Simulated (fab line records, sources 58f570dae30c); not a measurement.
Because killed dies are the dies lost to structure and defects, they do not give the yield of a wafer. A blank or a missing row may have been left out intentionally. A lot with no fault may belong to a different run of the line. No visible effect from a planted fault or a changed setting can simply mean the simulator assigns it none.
fab line records	flow berkeley-cmos170
[record] lots = 14	wafers = 42	last-day = 13
route steps=331 shown PSD@180 M1@240 V1@256
lots that met no fault: taken from a fault-free run of the same line
start-h: start of the lot's first displayed wafer, in hours after the record's first day	wait-h: hours since the lot's step before	" identical to the entry in the row above	L1.1+2: a single row standing in for several wafers	- either no value or no given start	* or withheld: withheld	< > ~ a bound
route shown NAME@n: a module of which the file shows steps, and the number in the route of the first	usual: mean and standard deviation over wafers with no fault	same: alike in all rows	chamber/n: place in a boat	sites: each site's reading	_std_site: how widely they spread, as a standard deviation	_edge_site: outer sites' mean less inner sites'	radius-mm: for every site, how far away it sits from the centre of the wafer	mask NAME#n: copy n	behind: the tool/chamber that last shaped the wafer	hold: reason for holding the lot/hours on hold/outcome of the hold	device: whichever transistor did not switch (one of n, p or np)	end of line: the tests these same wafers got at the end of their route	where a step has no rows: the recipe by itself	killed: count of dies lost to structure and defects at first sort (not the wafer's yield)	map: per-die view of a wafer (x killed, . not killed, _ where there is no die)
set.NAME: the setting as run; set.NAME@STEP: as run at that earlier step	model.NAME: the simulator's own value behind a step, which no gauge read
steps of the route over a sample of lots; a table a step, a row a wafer
services: a tool's chamber out of use, with start hour (start-h, from the record's first day; less than 0 if before it), hours out, and reason
[[steps]]
[step UCB170_PSD_DEVELOP_05]
[recipe] developer = TMAH	develop-time-s = 45	resist = KrF	dev-temp-c = 21
[usual] chill-plate-temp-C = 23.00/0.1	develop-time-s = 45/0
lot.wafer	tool	chamber	start-h	wait-h	chill-plate-temp-C	develop-time-s
L744.1	litho-track-01	0	154	-	22.97	45
L744.5	"	0	"	"	22.96	45
L744.6	"	0	"	"	22.97	45
L745.4	litho-track-01	-	177	-	-	-
L745.5	"	-	"	"	-	-
L745.6	"	-	"	"	-	-
L746.1	litho-track-03	-	177	-	-	-
L746.2	"	-	"	"	-	-
L746.6	"	-	178	-	-	-
L748.1	litho-track-03	0	178	-	23.12	45
L748.3	"	0	"	"	23.03	45
L748.6	"	0	"	"	23.11	45
L747.1	litho-track-01	0	178	-	23.24	45
L747.3	"	0	"	"	23.03	45
L747.5	"	0	"	"	23.15	45
L753.2	litho-track-02	0	218	-	23.02	45
L753.3	"	0	"	"	23.15	45
L753.5	"	0	"	"	23.00	45
L755.2	litho-track-01	0	218	-	22.96	45
L755.3	"	0	"	"	23.05	45
L755.6	"	0	"	"	23.00	45
L759.1	litho-track-03	0	242	-	23.00	45
L759.3	"	0	"	"	22.98	45
L759.6	"	0	"	"	23.01	45
L758.1	litho-track-01	0	255	-	23.00	45
L758.2	"	0	"	"	22.95	45
L758.5	"	0	256	-	22.95	45
L762.3	litho-track-03	0	256	-	23.16	45
L762.4	"	0	"	"	23.02	45
L762.5	"	0	"	"	23.13	45
L761.1	litho-track-01	0	256	-	22.99	45
L761.2	"	0	"	"	22.99	45
L761.6	"	0	"	"	23.08	45
L764.2	litho-track-03	0	283	-	22.96	45
L764.4	"	0	"	"	22.99	45
L764.6	"	0	"	"	23.11	45
L765.2	litho-track-03	0	283	-	22.97	45
L765.4	"	0	"	"	23.05	45
L765.6	"	0	"	"	23.21	45
L763.2	litho-track-01	0	283	-	23.07	45
L763.3	"	0	"	"	23.06	45
L763.6	"	0	"	"	23.13	45
[step UCB170_M1_THK_MEAS_02]
[recipe] thk-meas-gauge = xrf	reads = Al_of_M1_SPUTTER_00
[usual] M1_AL_THK = 582/6.2
lot.wafer	tool	chamber	start-h	wait-h	M1_AL_THK[nm]
L744.1	film-metro-01	-	166.34	0.1	579
L744.5	"	-	"	"	575
L744.6	"	-	"	"	575
L745.4	film-metro-01	-	188.99	0.1	574
L745.5	"	-	"	"	577
L745.6	"	-	"	"	576
L746.1	film-metro-01	-	189.74	0.1	583
L746.2	"	-	"	"	572
L746.6	"	-	"	"	574
L748.1	film-metro-01	-	190.07	0.1	571
L748.3	"	-	"	"	574
L748.6	"	-	"	"	572
L747.1	film-metro-01	-	190.95	0.1	577
L747.3	"	-	"	"	577
L747.5	"	-	"	"	573
L753.2	film-metro-04	-	229.36	0.1	589
L753.3	"	-	"	"	596
L753.5	"	-	"	"	600
L755.2	film-metro-01	-	229.55	0.1	588
L755.3	"	-	"	"	584
L755.6	"	-	"	"	587
L759.1	film-metro-01	-	252.91	0.1	583
L759.3	"	-	"	"	583
L759.6	"	-	"	"	592
L758.1	film-metro-01	-	268.16	0.1	588
L758.2	"	-	"	"	582
L758.5	"	-	"	"	578
L762.3	film-metro-03	-	269.19	0.1	582
L762.4	"	-	"	"	583
L762.5	"	-	"	"	587
L761.1	film-metro-04	-	275.64	0.1	570
L761.2	"	-	"	"	581
L761.6	"	-	"	"	577
L764.2	film-metro-03	-	298.01	0.1	579
L764.4	"	-	"	"	584
L764.6	"	-	"	"	585
L765.2	film-metro-01	-	300.01	0.1	592
L765.4	"	-	"	"	586
L765.6	"	-	"	"	589
L763.2	film-metro-04	-	302.10	0.1	575
L763.3	"	-	"	"	586
L763.6	"	-	"	"	575
[step UCB170_V1_CMP_02]
[recipe] material = SiO2	down-force-psi = 6	platen-rpm = 60	pad-velocity-m-s = 0.75398
[usual] motor-current-A = 16.1/1.3	platen-rpm = 60.00/0.043	retaining-ring-pressure-frac = 1.000/0.0051
lot.wafer	tool	chamber	start-h	wait-h	motor-current-A	platen-rpm	retaining-ring-pressure-frac
L744.1	cmp-01	1	171.26	0.1	14.6	60.04	1.002
L744.6	"	0	"	"	15.6	60.02	0.995
L744.5	"	1	"	"	15.7	60.05	1.000
L745.4	cmp-02	2	192.22	0.1	15.2	60.02	1.005
L745.6	"	1	"	"	13.7	59.98	0.988
L745.5	"	2	"	"	14.6	60.03	0.997
L748.3	cmp-02	1	193.51	0.0	14.3	60.03	1.005
L748.1	"	0	"	"	16.2	59.94	0.995
L748.6	"	1	"	"	14.4	59.93	1.004
L746.1	cmp-01	3	193.61	0.1	18.0	59.99	1.005
L746.2	"	0	"	"	16.0	60.04	1.000
L746.6	"	1	"	"	15.5	60.01	0.995
L747.1	cmp-01	2	194.89	0.1	16.1	59.98	0.995
L747.3	"	0	"	"	15.8	60.04	0.993
L747.5	"	2	"	"	16.8	60.05	1.004
L753.2	cmp-01	2	233.67	0.1	18.1	59.98	1.000
L753.3	"	3	"	"	17.2	60.00	1.000
L753.5	"	1	"	"	14.8	60.04	1.010
L755.2	cmp-01	3	233.97	0.4	17.9	60.04	0.994
L755.3	"	0	"	"	16.1	59.97	1.007
L755.6	"	1	"	"	15.7	60.06	1.002
L759.3	cmp-02	3	256.03	0.1	17.0	59.99	1.000
L759.1	"	0	"	"	15.7	59.99	0.998
L759.6	"	1	"	"	14.5	60.06	0.996
L758.1	cmp-01	1	272.94	0.1	15.6	59.98	1.000
L758.2	"	3	"	"	18.3	60.01	1.000
L758.5	"	0	"	"	15.4	59.98	1.000
L762.3	cmp-02	0	274.33	0.1	16.9	59.96	0.994
L762.4	"	1	"	"	14.3	60.01	1.006
L762.5	"	2	"	"	15.0	60.01	0.983
L761.2	cmp-01	1	278.68	0.0	15.6	59.96	0.994
L761.1	"	2	"	"	16.8	60.05	0.996
L761.6	"	2	"	"	17.1	59.97	0.997
L764.4	cmp-01	3	301.42	0.1	18.0	60.02	1.008
L764.2	"	0	"	"	16.7	60.04	0.999
L764.6	"	1	"	"	14.8	60.01	0.998
L765.4	cmp-01	0	304.03	0.1	16.0	60.01	1.003
L765.2	"	2	"	"	17.6	60.00	0.998
L765.6	"	0	"	"	15.5	59.94	1.002
L763.2	cmp-02	2	305.47	0.0	14.8	60.02	1.000
L763.3	"	3	"	"	17.5	60.02	1.004
L763.6	"	2	"	"	14.9	60.07	0.993
[step UCB170_V1_STRIP_15]
[recipe] chemistry = O2	power-w = 400	pressure-mtorr = 3500	platen-temp-c = withheld	o2-flow-sccm = 400	overash-fraction = 0.5
[usual] drypump-motor-current-A = 6.08/0.25	oes-product-au = 0.722/0.0043	strip-time-to-endpoint-s = 15.33/0.084
lot.wafer	tool	chamber	start-h	wait-h	drypump-motor-current-A	oes-product-au	rf-hours-counter-h	strip-time-to-endpoint-s
L744.1	plasma-asher-04	1	174.26	0.1	5.71	0.725	44	15.28
L744.5	"	1	"	"	5.71	0.724	-	15.23
L744.6	"	0	"	"	6.35	0.710	-	15.22
L745.4	plasma-asher-04	0	194.16	0.0	6.34	0.715	-	15.42
L745.5	"	0	"	"	6.33	0.726	-	15.40
L745.6	"	1	"	"	5.70	0.728	-	15.31
L746.1	plasma-asher-04	1	195.34	0.1	5.77	0.725	46	15.41
L746.2	"	0	"	"	6.34	0.726	46	15.34
L746.6	"	0	"	"	6.33	0.722	-	15.32
L748.1	plasma-asher-01	1	195.45	0.1	6.20	0.718	8	15.30
L748.3	"	1	"	"	6.21	0.727	-	15.40
L748.6	"	1	"	"	6.22	0.725	-	15.24
L747.1	plasma-asher-02	1	197.13	0.1	5.87	0.716	46	15.43
L747.3	"	0	"	"	6.43	0.724	-	15.41
L747.5	"	0	"	"	6.38	0.717	-	15.34
L753.2	plasma-asher-02	0	235.90	0.1	6.40	0.726	49	15.20
L753.3	"	0	"	"	6.40	0.726	-	15.29
L753.5	"	1	"	"	5.90	0.718	-	15.33
L755.2	plasma-asher-01	0	236.15	0.1	5.96	0.727	12	15.26
L755.3	"	1	"	"	6.21	0.724	-	15.26
L755.6	"	1	"	"	6.19	0.723	-	15.40
L759.1	plasma-asher-04	0	258.49	0.1	6.38	0.727	53	15.26
L759.3	"	0	"	"	6.38	0.723	-	15.23
L759.6	"	1	"	"	5.73	0.715	-	15.33
L758.1	plasma-asher-01	1	277.10	0.1	6.22	0.720	16	15.28
L758.2	"	0	"	"	5.90	0.715	16	15.36
L758.5	"	0	"	"	5.91	0.713	-	15.45
L762.3	plasma-asher-02	0	277.19	0.1	6.42	0.724	-	15.29
L762.4	"	1	"	"	5.89	0.716	-	15.21
L762.5	"	0	"	"	6.42	0.716	-	15.17
L761.1	plasma-asher-02	0	280.92	0.1	6.37	0.715	54	15.32
L761.2	"	1	"	"	5.89	0.716	54	15.29
L761.6	"	0	"	"	6.41	0.722	-	15.34
L764.2	plasma-asher-01	0	303.39	0.1	6.00	0.720	19	15.29
L764.4	"	1	"	"	6.21	0.726	-	15.37
L764.6	"	0	"	"	5.98	0.716	-	15.39
L765.2	plasma-asher-04	0	306.15	0.1	6.35	0.723	58	15.38
L765.4	"	1	"	"	5.76	0.726	-	15.36
L765.6	"	0	"	"	6.34	0.729	-	15.33
L763.2	plasma-asher-01	1	307.75	0.1	6.25	0.728	19	15.29
L763.3	"	1	"	"	6.23	0.729	-	15.44
L763.6	"	0	"	"	5.92	0.725	-	15.46
[[services]]
tool	chamber	start-h	hours	kind
plasma-asher-01	-	133.86	14.6	pm
cmp-02	-	136.74	3.5	repair
cmp-02	-	146.63	2.0	repair
plasma-asher-02	-	159.91	15.6	pm
plasma-asher-02	-	207.04	11.3	repair
cmp-01	-	211.20	5.3	pm
plasma-asher-01	-	213.28	0.9	repair
cmp-02	-	218.89	1.1	repair
cmp-02	-	233.31	4.0	pm
cmp-02	-	237.31	-	consumable-replace:conditioner
cmp-02	-	237.31	-	consumable-replace:pad
cmp-02	-	257.73	3.8	pm
plasma-asher-01	-	299.66	3.3	repair
[[key]]
[first-sign] step = UCB170_PSD_DEVELOP_05	reading = tool-record	direction = missing
effect none on later readings
met-at UCB170_PSD_DEVELOP_05
struck-lots L745,L746
sort-left-out L745.4,L745.5,L745.6,L746.1,L746.2,L746.6
tester-left-out L745,L746
not-acting-at UCB170_M1_THK_MEAS_02,UCB170_V1_CMP_02,UCB170_V1_STRIP_15
onset-between 154 177
[fault] kind = skipped-step-whole	tool = litho-track-01,litho-track-03	chamber = -	onset-h = 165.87	steps = UCB170_PSD_DEVELOP_05	scope = struck-lots-only
// tester-left-out: of these lots the tester's yield and bins aren't shown, on N5 and GAA mostly nor the transistor test; their killed dies are dies lost to structure and defects alone, not to doping, threshold or leakage, so they don't give the yield
// sort-left-out: the simulated sort isn't trusted on such a fault, so these wafers' sort isn't shown, and their yield isn't known
